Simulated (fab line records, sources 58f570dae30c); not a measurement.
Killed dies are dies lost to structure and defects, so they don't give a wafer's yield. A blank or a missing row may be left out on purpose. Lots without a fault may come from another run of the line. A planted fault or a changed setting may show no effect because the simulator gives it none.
One fault seen from 2 desks | flow berkeley_cmos170 | each desk has only its own numbers; what lay behind them comes last

THE TOOL OWNER'S DESK: rie_diel-01
The tool's own readings at UCB170_M1_ETCH_11 (etches BARC in N2/H2): means of the sampled wafers that have a number, for each lot that ran on this tool. A lot is out of limits, marked OUT, if its mean lies more than 4 standard deviations from the usual mean; the brackets give that distance.
Columns: A = drypump_motor_current_A at UCB170_M1_ETCH_11, usual 5.7 A; B = oes_product_au at UCB170_M1_ETCH_11, usual 0.999 a.u.; C = throttle_valve_pct at UCB170_M1_ETCH_11, usual 13.34 %
lot  | first seen here | A   | B     | C
L565 | day 8 07:41     | 5.6 | 0.998 | 13.40
L573 | day 10 03:38    | 5.8 | 1.009 | 13.38
L577 | day 11 07:29    | 5.9 | 1.008 | 13.39
This desk's finding: nothing out of limits on any of the 3 lots.

THE METROLOGY DESK
What the gauges read, lot by lot, whatever tool the lot ran on: means of the sampled wafers that have a number. A lot is out of limits, marked OUT, if its mean lies more than 4 standard deviations from the usual mean; the brackets give that distance. Of its 13 readings 7 are shown: those that lie furthest out on some lot.
Columns: A = cd_nm at UCB170_M1_CD_MEAS_09, usual 700.5 nm; B = M1_OVL at UCB170_M1_OVL_MEAS_10, usual -3 nm; C = cd_nm at UCB170_M1_CD_MEAS_90, usual 699.9 nm; D = cd_nm at UCB170_V1_CD_MEAS_12, usual 699.6 nm; E = cd_nm at UCB170_V1_CD_MEAS_90, usual 699.6 nm; F = M2_AL_RS at UCB170_M2_RS_MEAS_02, usual 0.0322 ohm/sq; G = M2_AL_THK at UCB170_M2_THK_MEAS_03, usual 892 nm
lot  | first seen here | A     | B   | C     | D     | E     | F      | G
L565 | day 8 05:20     | 700.9 | 4   | 702.0 | 698.6 | 698.7 | 0.0319 | 902
L564 | day 8 07:03     | 700.5 | -5  | 698.9 | 700.4 | 700.7 | 0.0321 | 888
L573 | day 10 01:58    | 704.0 | -4  | 704.2 | 699.9 | 698.6 | 0.0317 | 915
L580 | day 11 03:38    | 701.8 | -14 | 703.8 | 699.2 | 699.4 | 0.0318 | 899
L577 | day 11 05:59    | 701.7 | -10 | 699.3 | 701.4 | 702.1 | 0.0325 | 880
L581 | day 11 07:58    | 699.3 | -7  | 701.1 | 702.0 | 702.4 | 0.0326 | 886
This desk's finding: nothing out of limits on any of the 6 lots.

PUT TOGETHER
The tool owner's desk saw nothing out of limits.
The metrology desk saw nothing out of limits.

WHAT THE SIMULATOR HAD PUT IN
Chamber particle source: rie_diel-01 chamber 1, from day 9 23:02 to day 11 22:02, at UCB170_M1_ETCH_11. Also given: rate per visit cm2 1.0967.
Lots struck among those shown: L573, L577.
